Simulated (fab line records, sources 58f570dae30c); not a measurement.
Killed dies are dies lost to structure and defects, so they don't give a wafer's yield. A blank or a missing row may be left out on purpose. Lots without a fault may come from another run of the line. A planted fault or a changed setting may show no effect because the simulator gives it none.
fab line records | flow berkeley_cmos170 | part 1 of 2: steps 1 to 35 of 44
record lots=6 wafers=18 last_day=13
route steps=331 shown SDANNEAL@205 PSD@206 NSD@207 PLDD@208 NLDD@209 SILICIDE@210 CONTACT@216 M1@238 M3@331
lots that met no fault: from a run of the same line without faults
start_h: hours from the record's first day to the start of the lot's first wafer shown | wait_h: hours since the lot's step before | " the same as in the row above | L1.1+2: a row that stands for several wafers | - no value, or no start given | * or withheld: withheld | < > ~ a bound
route shown NAME@n: a module of which the file shows steps, and the number in the route of the first | usual: mean/standard deviation of fault-free wafers | same: alike in all rows | chamber/n: place in a boat | sites: the reading at each site | _std_site: their standard deviation | _edge_site: outer sites' mean less inner sites' | radius_mm: how far each site lies from the wafer's centre | mask NAME#n: copy n | behind: the tool/chamber that last shaped the wafer | hold: why the lot was held/for how many hours/how that ended | device: the transistor (n, p or np) that didn't switch | end of line: the same wafers' tests at the end of the route | a step without rows: its recipe alone | killed: dies lost to structure and defects at the first sort, not the wafer's yield | map: a wafer's dies, x killed, . not, _ none there
set.NAME: the setting as run; set.NAME@STEP: as run at that earlier step | model.NAME: the simulator's own value behind a step, which no gauge read
lots at some steps of the route; a table a step, a row a wafer
services: from which hour (start_h, from the record's first day; less than 0 if before it) a tool's chamber was out of use, for how many hours, and why
## steps
# step UCB170_SDANNEAL_RTA_01
# recipe temp_c=1050 time_s=5 ambient=N2
# usual lamp_power_pct=35.7/1.9 wafer_temp_C_max=1053.6/1.1
# same time_s=5
# columns lot.wafer tool chamber start_h wait_h lamp_power_pct wafer_temp_C_max
L657.2 rtp_anneal-01 0 173.24 0.1 37.7 1055.4
L657.4 " 0 " " 37.7 1054.4
L657.6 " 0 " " 37.7 1054.1
L662.1 rtp_anneal-01 0 200.29 0.1 37.7 1054.2
L662.2 " 0 " " 37.7 1053.8
L662.3 " 0 " " 37.7 1054.4
L665.1 rtp_anneal-02 0 220.41 0.1 33.9 1054.2
L665.2 " 0 " " 34.0 1053.6
L665.4 " 0 " " 33.9 1053.0
L664.4 rtp_anneal-01 0 220.44 0.1 37.7 1055.2
L664.5 " 0 " " 37.7 1054.5
L664.6 " 0 " " 37.7 1055.6
L672.2 rtp_anneal-02 0 274.64 0.1 34.0 1052.3
L672.3 " 0 " " 33.9 1053.7
L672.5 " 0 " " 34.0 1054.5
L679.2 rtp_anneal-01 0 286.41 0.1 37.7 1052.9
L679.4 " 0 " " 37.7 1053.5
L679.6 " 0 " " 37.7 1055.1
# step UCB170_SDANNEAL_RS_MEAS_02
# recipe thk_meas_gauge=four-point-probe
# usual PSD_RS=75.5/0.31
# columns lot.wafer tool chamber start_h wait_h PSD_RS[ohm/sq]
L657.2 film_metro-01 - 173.31 0.1 75.1
L657.4 " - " " 75.3
L657.6 " - " " 75.4
L662.1 film_metro-03 - 200.40 0.1 75.6
L662.2 " - " " 75.5
L662.3 " - " " 75.3
L665.1 film_metro-02 - 220.47 0.0 75.8
L665.2 " - " " 76.3
L665.4 " - " " 76.3
L664.4 film_metro-03 - 220.53 0.1 75.6
L664.5 " - " " 75.6
L664.6 " - " " 75.7
L672.2 film_metro-02 - 274.75 0.1 75.7
L672.3 " - " " 75.9
L672.5 " - " " 75.7
L679.2 film_metro-01 - 286.48 0.1 75.3
L679.4 " - " " 75.6
L679.6 " - " " 75.2
# step UCB170_SDANNEAL_RS_MEAS_03
# recipe thk_meas_gauge=four-point-probe
# usual NSD_RS=37.22/0.099
# columns lot.wafer tool chamber start_h wait_h NSD_RS[ohm/sq]
L657.2 film_metro-01 - 173.43 0.1 37.15
L657.4 " - " " 37.10
L657.6 " - " " 37.09
L662.1 film_metro-03 - 200.52 0.1 37.26
L662.2 " - " " 37.21
L662.3 " - " " 37.23
L665.1 film_metro-02 - 220.59 0.1 37.19
L665.2 " - " " 37.21
L665.4 " - " " 37.24
L664.4 film_metro-03 - 220.65 0.1 37.17
L664.5 " - " " 37.14
L664.6 " - " " 37.08
L672.2 film_metro-02 - 274.87 0.1 37.32
L672.3 " - " " 37.41
L672.5 " - " " 37.39
L679.2 film_metro-01 - 286.60 0.1 37.22
L679.4 " - " " 37.20
L679.6 " - " " 37.14
# step UCB170_SDANNEAL_RS_MEAS_04
# recipe thk_meas_gauge=four-point-probe
# usual PLDD_RS=1030/3.6
# columns lot.wafer tool chamber start_h wait_h PLDD_RS[ohm/sq]
L657.2 film_metro-01 - 173.55 0.1 1025
L657.4 " - " " 1024
L657.6 " - " " 1024
L662.1 film_metro-03 - 200.64 0.1 1031
L662.2 " - " " 1029
L662.3 " - " " 1029
L665.1 film_metro-02 - 220.71 0.1 1031
L665.2 " - " " 1031
L665.4 " - " " 1033
L664.4 film_metro-03 - 220.77 0.1 1031
L664.5 " - " " 1028
L664.6 " - " " 1028
L672.2 film_metro-02 - 274.99 0.1 1033
L672.3 " - " " 1034
L672.5 " - " " 1034
L679.2 film_metro-01 - 286.72 0.1 1028
L679.4 " - " " 1027
L679.6 " - " " 1029
# step UCB170_SDANNEAL_RS_MEAS_05
# recipe thk_meas_gauge=four-point-probe
# usual NLDD_RS=615.6/1.5
# columns lot.wafer tool chamber start_h wait_h NLDD_RS[ohm/sq]
L657.2 film_metro-01 - 173.67 0.1 615.0
L657.4 " - " " 616.6
L657.6 " - " " 617.0
L662.1 film_metro-03 - 200.76 0.1 617.5
L662.2 " - " " 615.9
L662.3 " - " " 616.9
L665.1 film_metro-02 - 220.83 0.1 617.5
L665.2 " - " " 617.1
L665.4 " - " " 616.2
L664.4 film_metro-03 - 220.89 0.1 615.8
L664.5 " - " " 616.0
L664.6 " - " " 614.6
L672.2 film_metro-02 - 275.11 0.1 616.1
L672.3 " - " " 617.2
L672.5 " - " " 616.4
L679.2 film_metro-01 - 286.84 0.1 613.8
L679.4 " - " " 614.8
L679.6 " - " " 615.9
# step UCB170_SILICIDE_PRE_CLEAN_00
# recipe gas=Ar preclean_etch_time_s=60
# step UCB170_SILICIDE_SPUTTER_01
# recipe material=Ti target_thk_nm=30 time_s=25 power_w=1500 chamber_pressure_pa=0.5
# usual throttle_valve_pct=30.1/0.84
# same time_s=25
# columns lot.wafer tool chamber start_h wait_h throttle_valve_pct
L657.2 pvd_sputter-04 - 173.83 0.0 29.7
L657.4 " - " " 31.0
L657.6 " - " " 29.9
L662.1 pvd_sputter-01 - 200.95 0.0 29.9
L662.2 " - " " 31.2
L662.3 " - " " 29.5
L664.4 pvd_sputter-02 - 221.02 0.0 28.2
L664.5 " - " " 29.7
L664.6 " - " " 29.3
L665.1 pvd_sputter-01 - 221.02 0.0 30.0
L665.2 " - " " 29.7
L665.4 " - " " 31.2
L672.2 pvd_sputter-02 - 275.28 0.0 28.4
L672.3 " - " " 32.1
L672.5 " - " " 29.4
L679.2 pvd_sputter-02 - 287.01 0.0 32.0
L679.4 " - " " 29.7
L679.6 " - " " 29.9
# step UCB170_SILICIDE_RS_MEAS_02
# recipe thk_meas_gauge=four-point-probe reads=Ti_of_SILICIDE_SPUTTER_01
# usual SILICIDE_TI_RS=26.1/0.32
# columns lot.wafer tool chamber start_h wait_h SILICIDE_TI_RS[ohm/sq]
L657.2 film_metro-01 - 173.88 0.0 26.7
L657.4 " - " " 26.5
L657.6 " - " " 26.6
L662.1 film_metro-02 - 200.98 0.0 25.8
L662.2 " - " " 25.8
L662.3 " - " " 25.7
L665.1 film_metro-04 - 221.05 0.0 26.1
L665.2 " - " " 25.8
L665.4 " - " " 25.8
L664.4 film_metro-01 - 221.11 0.1 25.7
L664.5 " - " " 25.7
L664.6 " - " " 25.9
L672.2 film_metro-02 - 275.33 0.0 26.1
L672.3 " - " " 26.0
L672.5 " - " " 26.3
L679.2 film_metro-02 - 287.06 0.0 26.1
L679.4 " - " " 26.1
L679.6 " - " " 26.0
# step UCB170_SILICIDE_THK_MEAS_03
# recipe thk_meas_gauge=xrf reads=Ti_of_SILICIDE_SPUTTER_01
# usual SILICIDE_TI_THK=29.81/0.3
# columns lot.wafer tool chamber start_h wait_h SILICIDE_TI_THK[nm]
L657.2 film_metro-01 - 173.99 0.1 29.12
L657.4 " - " " 29.36
L657.6 " - " " 29.14
L662.1 film_metro-02 - 201.10 0.1 29.92
L662.2 " - " " 30.04
L662.3 " - " " 30.14
L665.1 film_metro-04 - 221.17 0.1 29.82
L665.2 " - " " 30.17
L665.4 " - " " 29.93
L664.4 film_metro-01 - 221.20 0.1 29.83
L664.5 " - " " 29.99
L664.6 " - " " 29.60
L672.2 film_metro-02 - 275.44 0.1 29.89
L672.3 " - " " 29.98
L672.5 " - " " 29.74
L679.2 film_metro-02 - 287.17 0.1 29.87
L679.4 " - " " 29.94
L679.6 " - " " 29.92
# step UCB170_SILICIDE_RTA_04
# recipe temp_c=650 time_s=15 ambient=N2
# step UCB170_SILICIDE_WET_ETCH_05
# recipe chemistry=SPM time_s=45 temp_c=120 target=Ti
# step UCB170_CONTACT_CLEAN_00
# recipe chemistry=SPM temp_c=120 time_s=600
# step UCB170_CONTACT_CVD_01
# recipe material=PSG target_thk_nm=700 temp_c=450 precursor=SiH4/O2/PH3 time_s=2820 pressure_mtorr=307.8 sih4_flow_sccm=60 o2_flow_sccm=90 ph3_flow_sccm=25
# usual o2_flow_sccm=89.99/0.23
# same time_s=2820
# columns lot.wafer tool chamber start_h wait_h o2_flow_sccm model.PSG_of_CONTACT_CVD_01.thk_nm
L657.2 lpcvd-01 0 175.05 0.7 89.95 715.5
L657.4 " 0 " " 89.64 717.7
L657.6 " 0 " " 89.74 716.1
L662.1 lpcvd-01 0 204.03 2.6 90.39 712.4
L662.2 " 0 " " 90.09 714.6
L662.3 " 0 " " 90.00 711.7
L664.4 lpcvd-01 1 221.59 0.1 108.09 778.3
L664.5 " 1 " " 108.22 777.3
L664.6 " 1 " " 108.15 774.1
L665.1 lpcvd-01 0 221.59 0.1 108.03 764.8
L665.2 " 0 " " 108.07 764.5
L665.4 " 0 " " 108.01 764.8
L672.2 lpcvd-02 1 277.37 1.4 89.86 710.7
L672.3 " 1 " " 90.20 712
L672.5 " 1 " " 90.17 710.4
L679.2 lpcvd-01 0 287.49 0.0 89.92 718
L679.4 " 0 " " 90.10 719.3
L679.6 " 0 " " 90.05 715
# step UCB170_CONTACT_THK_MEAS_02
# recipe reads=PSG_of_CONTACT_CVD_01
# usual CONTACT_PSG_THK=709/6.2
# columns lot.wafer tool chamber start_h wait_h CONTACT_PSG_THK[nm]
L657.2 film_metro-04 - 176.84 0.0 716
L657.4 " - " " 717
L657.6 " - " " 716
L662.1 film_metro-03 - 205.81 0.0 712
L662.2 " - " " 714
L662.3 " - " " 711
L665.1 film_metro-04 - 223.37 0.0 765
L665.2 " - " " 765
L665.4 " - " " 764
L664.4 film_metro-03 - 223.40 0.0 779
L664.5 " - " " 778
L664.6 " - " " 773
L672.2 film_metro-04 - 279.17 0.0 711
L672.3 " - " " 712
L672.5 " - " " 709
L679.2 film_metro-03 - 289.28 0.0 718
L679.4 " - " " 719
L679.6 " - " " 715
# step UCB170_CONTACT_HMDS_03
# recipe prime_time_s=60 prime_temp_c=100
# step UCB170_CONTACT_COAT_04
# recipe resist=KrF spin_rpm=1500 resist_thk_nm=900
# step UCB170_CONTACT_SOFTBAKE_05
# recipe resist=KrF temp_c=130 time_s=60
# step UCB170_CONTACT_STRIP_06
# recipe chemistry=O2 power_w=400 pressure_mtorr=3500 platen_temp_c=withheld o2_flow_sccm=400 overash_fraction=0.5
# usual drypump_motor_current_A=5.7/0.5 oes_product_au=0.734/0.0048 strip_time_to_endpoint_s=21.95/0.061
# columns lot.wafer tool chamber start_h wait_h drypump_motor_current_A oes_product_au rf_hours_counter_h strip_time_to_endpoint_s
L657.2 plasma_asher-03 0 177.40 0.1 6.7 0.729 38 21.96
L657.4 " 1 " " 5.7 0.736 - 21.85
L657.6 " 0 " " 6.6 0.733 - 21.96
L662.1 plasma_asher-04 0 206.35 0.2 5.6 0.728 10 21.90
L662.2 " 1 " " 5.4 0.747 10 21.88
L662.3 " 1 " " 5.4 0.738 - 21.90
L664.4 plasma_asher-04 1 223.92 0.1 5.5 0.733 - 21.91
L664.5 " 1 " " 5.4 0.736 - 22.00
L664.6 " 0 " " 5.6 0.734 - 21.92
L665.1 plasma_asher-02 0 223.95 0.1 5.1 0.738 50 21.83
L665.2 " 1 " " 6.4 0.740 50 21.91
L665.4 " 0 " " 5.1 0.743 - 21.88
L672.2 plasma_asher-02 1 279.67 0.1 6.4 0.734 56 22.01
L672.3 " 1 " " 6.4 0.735 - 21.94
L672.5 " 0 " " 5.1 0.732 - 21.93
L679.2 plasma_asher-02 0 289.78 0.1 5.1 0.731 57 21.94
L679.4 " 1 " " 6.4 0.730 - 21.92
L679.6 " 1 " " 6.4 0.733 - 21.93
# step UCB170_CONTACT_CLEAN_07
# recipe chemistry=SPM temp_c=120 time_s=600
# step UCB170_CONTACT_RTA_08
# recipe temp_c=900 time_s=10 ambient=N2
# usual lamp_power_pct=23.1/1.2 wafer_temp_C_max=903.2/0.93
# same time_s=10
# columns lot.wafer tool chamber start_h wait_h lamp_power_pct wafer_temp_C_max
L657.2 rtp_anneal-01 0 177.80 0.0 24.4 903.6
L657.4 " 0 " " 24.4 903.6
L657.6 " 0 " " 24.4 904.0
L662.1 rtp_anneal-01 0 206.75 0.0 24.4 903.6
L662.2 " 0 " " 24.5 904.4
L662.3 " 0 " " 24.4 904.0
L665.1 rtp_anneal-01 0 224.28 0.0 24.4 904.5
L665.2 " 0 " " 24.4 904.4
L665.4 " 0 " " 24.4 904.6
L664.4 rtp_anneal-02 0 224.31 0.0 22.0 902.9
L664.5 " 0 " " 22.0 902.8
L664.6 " 0 " " 22.0 902.3
L672.2 rtp_anneal-02 0 279.96 0.0 21.9 902.9
L672.3 " 0 " " 22.0 902.7
L672.5 " 0 " " 22.0 903.3
L679.2 rtp_anneal-01 0 290.07 0.0 24.4 905.4
L679.4 " 0 " " 24.5 902.5
L679.6 " 0 " " 24.4 903.8
# step UCB170_CONTACT_COAT_09
# recipe resist=BARC temp_c=withheld time_s=withheld spin_rpm=3000 resist_thk_nm=withheld
# step UCB170_CONTACT_COAT_10
# recipe resist=KrF spin_rpm=1500 resist_thk_nm=900
# step UCB170_CONTACT_SOFTBAKE_11
# recipe resist=KrF temp_c=130 time_s=60
# step UCB170_CONTACT_EXPOSE_12
# recipe mask_id=CONT target_cd_nm=700 na=0.5 sigma_outer=0.6 source_shape=conventional dose_mj=35
# step UCB170_CONTACT_PEB_13
# recipe peb_temp_c=130 peb_time_s=withheld resist=KrF
# step UCB170_CONTACT_DEVELOP_14
# recipe developer=TMAH develop_time_s=45 resist=KrF dev_temp_c=21
# step UCB170_CONTACT_CD_MEAS_15
# recipe target_cd_nm=700
# usual cd_nm=700.2/1.4
# columns lot.wafer tool chamber start_h wait_h cd_nm
L657.2 cd_sem-02 - 179.78 - 700.5
L657.4 " - " " 698.9
L657.6 " - " " 701.1
L662.1 cd_sem-01 - 207.90 - 699.6
L662.2 " - " " 699.7
L662.3 " - " " 700.2
L664.4 cd_sem-01 - 225.79 - 701.6
L664.5 " - " " 702.5
L664.6 " - " " 700.5
L665.1 cd_sem-02 - 225.85 - 698.8
L665.2 " - " " 698.8
L665.4 " - " " 699.3
L672.2 cd_sem-01 - 282.01 - 699.3
L672.3 " - " " 700.2
L672.5 " - " " 699.3
L679.2 cd_sem-02 - 291.05 - 701.2
L679.4 " - " " 701.6
L679.6 " - " " 700.2
# step UCB170_CONTACT_OVL_MEAS_16
# usual CONTACT_OVL=-3/5.4
# columns lot.wafer tool chamber start_h wait_h CONTACT_OVL[nm]
L657.2 overlay-02 - 179.88 0.1 0
L657.4 " - " " -3
L657.6 " - " " 1
L662.1 overlay-01 - 208.02 0.1 -2
L662.2 " - " " 7
L662.3 " - " " -1
L664.4 overlay-02 - 225.87 0.1 -9
L664.5 " - " " 0
L664.6 " - " " -7
L665.1 overlay-01 - 225.97 0.1 -14
L665.2 " - " " -6
L665.4 " - " " -7
L672.2 overlay-02 - 282.12 0.1 -3
L672.3 " - " " -6
L672.5 " - " " 3
L679.2 overlay-02 - 291.15 0.1 -2
L679.4 " - " " -1
L679.6 " - " " -7
# step UCB170_CONTACT_ETCH_17
# recipe chemistry=N2/H2 target_depth_a=withheld overetch_a=withheld target=BARC time_s=withheld source_w=500 bias_w=100 pressure_mtorr=30 n2_flow_sccm=100 h2_flow_sccm=200
# usual drypump_motor_current_A=5.9/0.47 oes_product_au=0.996/0.016 throttle_valve_pct=13.30/0.18
# columns lot.wafer tool chamber start_h wait_h drypump_motor_current_A oes_product_au throttle_valve_pct
L657.2 rie_diel-04 2 179.91 0.0 6.6 0.983 13.37
L657.4 " 1 " " 5.8 0.982 13.54
L657.6 " 2 " " 6.6 0.999 13.36
L662.1 rie_diel-03 1 208.05 0.0 5.9 0.980 13.17
L662.2 " 3 " " 5.5 1.023 13.25
L662.3 " 2 " " 6.2 0.979 13.29
L664.4 rie_diel-03 3 225.91 0.0 5.5 1.033 13.25
L664.5 " 1 " " 5.9 0.979 13.17
L664.6 " 2 " " 6.2 0.982 13.26
L665.1 rie_diel-04 1 226.01 0.0 5.8 1.003 13.54
L665.2 " 2 " " 6.6 0.987 13.37
L665.4 " 3 " " 5.6 0.997 13.55
L672.2 rie_diel-02 2 282.15 0.0 5.9 0.992 12.90
L672.3 " 3 " " 6.4 1.000 13.47
L672.5 " 0 " " 6.3 1.000 13.19
L679.2 rie_diel-02 3 291.18 0.0 6.4 1.009 13.47
L679.4 " 0 " " 6.3 1.006 13.19
L679.6 " 1 " " 6.2 1.011 13.17
# step UCB170_CONTACT_ETCH_18
# recipe chemistry=CHF3/CF4/Ar target=PSG stop_on=TiSi2 CHF3_flow_sccm=45 cf4_flow_sccm=15 Ar_flow_sccm=150 pressure_mtorr=200 rf_w=700 target_depth_a=8400 over_etch_frac=0.2 time_s=195
# usual drypump_motor_current_A=5.9/0.47 oes_product_au=0.897/0.014 throttle_valve_pct=6.91/0.12
# same time_s=195
# columns lot.wafer tool chamber start_h wait_h drypump_motor_current_A oes_product_au rf_hours_counter_h throttle_valve_pct model.CONTACT.feature_depth_nm model.etch.depth_nm
L657.2 rie_diel-04 2 - - 6.5 0.902 4 6.94 715.5 715.5
L657.4 " 1 " " 5.8 0.901 116 7.10 717.7 717.7
L657.6 " 2 " " 6.6 0.894 - 6.94 716.1 716.1
L662.1 rie_diel-03 1 - - 5.9 0.880 86 6.79 712.4 712.4
L662.2 " 3 " " 5.5 0.924 11 6.89 714.6 714.6
L662.3 " 2 " " 6.2 0.896 130 6.93 711.7 711.7
L664.4 rie_diel-03 3 - - 5.5 0.974 - 6.89 778.3 778.3
L664.5 " 1 " " 5.9 0.923 - 6.82 777.3 777.3
L664.6 " 2 " " 6.2 0.937 - 6.91 774.1 774.1
L665.1 rie_diel-04 1 - - 5.7 0.936 118 7.09 764.8 764.8
L665.2 " 2 " " 6.6 0.940 6 6.95 764.5 764.5
L665.4 " 3 " " 5.6 0.928 5 7.08 764.8 764.8
L672.2 rie_diel-02 2 - - 5.9 0.901 132 6.66 710.7 710.7
L672.3 " 3 " " 6.4 0.911 108 7.02 711.9 712
L672.5 " 0 " " 6.3 0.908 - 6.83 710.4 710.4
L679.2 rie_diel-02 3 - - 6.4 0.910 109 7.00 718 718
L679.4 " 0 " " 6.3 0.911 - 6.84 719.3 719.3
L679.6 " 1 " " 6.2 0.912 - 6.85 715 715
# step UCB170_CONTACT_STRIP_19
# recipe chemistry=O2 power_w=400 pressure_mtorr=3500 platen_temp_c=withheld o2_flow_sccm=400 overash_fraction=0.5
# step UCB170_CONTACT_CD_MEAS_90
# recipe target_cd_nm=700
# usual cd_nm=700.2/1.5
# columns lot.wafer tool chamber start_h wait_h cd_nm
L657.2 cd_sem-01 - 180.20 0.1 700.0
L657.4 " - " " 699.2
L657.6 " - " " 699.8
L662.1 cd_sem-02 - 208.32 0.1 699.8
L662.2 " - " " 699.8
L662.3 " - " " 700.3
L664.4 cd_sem-01 - 226.21 0.1 700.8
L664.5 " - " " 703.0
L664.6 " - " " 700.5
L665.1 cd_sem-02 - 226.36 0.2 698.6
L665.2 " - " " 697.7
L665.4 " - " " 698.4
L672.2 cd_sem-01 - 282.61 0.3 700.1
L672.3 " - " " 700.4
L672.5 " - " " 699.4
L679.2 cd_sem-01 - 291.47 0.1 701.7
L679.4 " - " " 701.7
L679.6 " - " " 699.7
# step UCB170_CONTACT_CLEAN_20
# recipe chemistry=SPM temp_c=120 time_s=600
# step UCB170_M1_SPUTTER_00
# recipe material=Al target_thk_nm=600 time_s=80 power_w=5856 chamber_pressure_pa=0.5
# step UCB170_M1_RS_MEAS_01
# recipe thk_meas_gauge=four-point-probe reads=Al_of_M1_SPUTTER_00
# usual M1_AL_RS=0.0496/0.0004
# columns lot.wafer tool chamber start_h wait_h M1_AL_RS[ohm/sq]
L657.2 film_metro-01 - 180.56 0.1 0.0501
L657.4 " - " " 0.0500
L657.6 " - " " 0.0500
L662.1 film_metro-02 - 208.69 0.0 0.0498
L662.2 " - " " 0.0493
L662.3 " - " " 0.0499
L664.4 film_metro-03 - 226.57 0.1 0.0497
L664.5 " - " " 0.0499
L664.6 " - " " 0.0497
L665.1 film_metro-01 - 226.71 0.0 0.0493
L665.2 " - " " 0.0493
L665.4 " - " " 0.0489
L672.2 film_metro-01 - 283.03 0.1 0.0499
L672.3 " - " " 0.0503
L672.5 " - " " 0.0497
L679.2 film_metro-01 - 291.83 0.1 0.0495
L679.4 " - " " 0.0493
L679.6 " - " " 0.0493
## key
first_sign step=UCB170_CONTACT_CVD_01 reading=o2_flow_sccm direction=up sigmas=78 usual=89.99 struck=108.09
effect step=UCB170_CONTACT_THK_MEAS_02 reading=CONTACT_PSG_THK direction=up sigmas=10 usual=709 struck=771
effect step=UCB170_CONTACT_ETCH_18 reading=oes_product_au direction=up sigmas=3.2 usual=0.897 struck=0.940
model_effect step=UCB170_CONTACT_CVD_01 value=PSG_of_CONTACT_CVD_01.thk_nm without=697.7 struck=770.6
model_effect step=UCB170_CONTACT_ETCH_18 value=CONTACT.feature_depth_nm without=697.7 struck=770.6
model_effect step=UCB170_M1_METAL_ETCH_12 value=PSG_of_CONTACT_CVD_01.thk_nm without=660.8 struck=733.7
model_effect step=UCB170_M3_PROBE_99 value=etest.field_p_metal.vt_v without=-59.53 struck=-63.79
met_at UCB170_CONTACT_CVD_01
struck_wafers L664.4,L664.5,L664.6,L665.1,L665.2,L665.4
tester_left_out L664,L665
onset_between 204.03 221.59
fault kind=process_parameter_drift tool=lpcvd-01 chamber=- onset_h=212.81 steps=UCB170_CONTACT_CVD_01 channel=o2_flow_sccm offset=18 shape=step end_h=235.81 stated=90
# tester_left_out: of these lots the tester's yield and bins aren't shown, on N5 and GAA mostly nor the transistor test; their killed dies are dies lost to structure and defects alone, not to doping, threshold or leakage, so they don't give the yield
